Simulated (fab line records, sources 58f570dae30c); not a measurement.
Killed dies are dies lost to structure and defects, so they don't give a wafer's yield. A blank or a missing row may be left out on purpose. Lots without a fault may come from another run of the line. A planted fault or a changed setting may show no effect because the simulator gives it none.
Split-lot experiment | flow berkeley_cmos170 | 5 lots, 23 wafers read, on a route of 331 steps

THE SPLIT
At UCB170_M3_METAL_ETCH_18 (etches Al in Cl2/BCl3, stops on SiO2, target depth 1170 nm, time 195 s), the setting time_s was moved away from the recipe's 195 s on 10 of the 23 wafers read, by -14.7% to +6.4%. The other wafers ran this setting at the recipe's value.

FROM THE SPLIT TO THE READING: what the file shows between them, 1 step
- UCB170_M3_STRIP_19: strips in O2

THE READING
cd_nm, in nm, at UCB170_M3_CD_MEAS_90 (target cd 700 nm). Fault-free wafers of this fab line usually give 700.0 nm, standard deviation 3 nm.

wafer  | tool, chamber at the split | time_s as run, s | against the recipe | cd_nm, nm | against lot-mates on the recipe
L074.1 | rie_metal-04, 0            | 167.5            | -14.1%             | 709.7     | +8.1
L074.2 | rie_metal-04, 1            | 195              | recipe             | 699.9     | -
L074.3 | rie_metal-04, 1            | 195              | recipe             | 700.7     | -
L074.4 | rie_metal-04, 0            | 167.5            | -14.1%             | 707.2     | +5.6
L074.6 | rie_metal-04, 0            | 195              | recipe             | 704.1     | -
L076.2 | rie_metal-01, 0            | 195              | recipe             | 703.1     | -
L076.3 | rie_metal-01, 0            | 195              | recipe             | 703.3     | -
L076.5 | rie_metal-01, 0            | 195              | recipe             | 700.5     | -
L079.1 | rie_metal-01, 0            | 195              | recipe             | 696.0     | -
L079.2 | rie_metal-01, 1            | 167.8            | -13.9%             | 707.9     | +12.2
L079.3 | rie_metal-01, 0            | 167.8            | -13.9%             | 701.7     | +6.0
L079.5 | rie_metal-01, 0            | 195              | recipe             | 695.4     | -
L079.6 | rie_metal-01, 1            | 167.8            | -13.9%             | 705.6     | +9.9
L078.1 | rie_metal-03, 1            | 207.4            | +6.4%              | 703.7     | -1.8
L078.3 | rie_metal-03, 1            | 195              | recipe             | 701.3     | -
L078.4 | rie_metal-03, 1            | 195              | recipe             | 708.3     | -
L078.5 | rie_metal-03, 1            | 207.4            | +6.4%              | 698.8     | -6.7
L078.6 | rie_metal-03, 1            | 195              | recipe             | 706.8     | -
L080.1 | rie_metal-04, 1            | 166.3            | -14.7%             | 707.9     | +8.6
L080.3 | rie_metal-04, 0            | 166.3            | -14.7%             | 705.3     | +6.0
L080.4 | rie_metal-04, 1            | 166.3            | -14.7%             | 708.8     | +9.5
L080.5 | rie_metal-04, 1            | 195              | recipe             | 698.3     | -
L080.6 | rie_metal-04, 0            | 195              | recipe             | 700.4     | -

THE FIT
A straight line over all 23 wafers: cd_nm changes by -0.339 nm for each +1% of time_s; r = -0.62; the points scatter about the line by 3.3 nm.
The same after taking each lot's own level away (the mean of its wafers on the recipe; 23 wafers): -0.584 nm for each +1%; r = -0.91; scatter 2.1 nm.
On that fit, the largest move of time_s shifts the reading by 8.6 nm.
The lots' own levels span 695.70 to 705.47 nm, that is 3.3 times the standard deviation above.
So the lot-to-lot level blurs the effect unless lot-mates are compared.
Check: with one of the wafers moved furthest among these (-14.7%) left out of the fit, the line predicts +8.51 nm for it against its lot-mates. It came out at +8.55 nm against them.

THE WHOLE CHAIN: every reading that the file lists as answering this split, in the file's order
step                    | what it does                                                           | reading                                                                   | change (the file's fit)                   | r (the file's)
UCB170_M3_METAL_ETCH_18 | etches Al in Cl2/BCl3, stops on SiO2, target depth 1170 nm, time 195 s | KrF_of_M3_COAT_10.thk_nm (the simulator's own value, which no gauge read) | -6.58 nm for each +1% of the setting      | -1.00
UCB170_M3_METAL_ETCH_18 | etches Al in Cl2/BCl3, stops on SiO2, target depth 1170 nm, time 195 s | SiO2_of_V2_CVD_00.thk_nm (the simulator's own value, which no gauge read) | -0.52 nm for each +1% of the setting      | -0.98
UCB170_M3_METAL_ETCH_18 | etches Al in Cl2/BCl3, stops on SiO2, target depth 1170 nm, time 195 s | M3.cd_nm (the simulator's own value, which no gauge read)                 | -0.571 nm for each +1% of the setting     | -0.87
UCB170_M3_STRIP_19      | strips in O2                                                           | oes_product_au                                                            | -0.00672 a.u. for each +1% of the setting | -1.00
UCB170_M3_CD_MEAS_90    | target cd 700 nm                                                       | cd_nm                                                                     | -0.572 nm for each +1% of the setting     | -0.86

THE FILE'S OWN FIT
cd_nm changes by -0.572 nm for each +1% of time_s, r = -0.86.
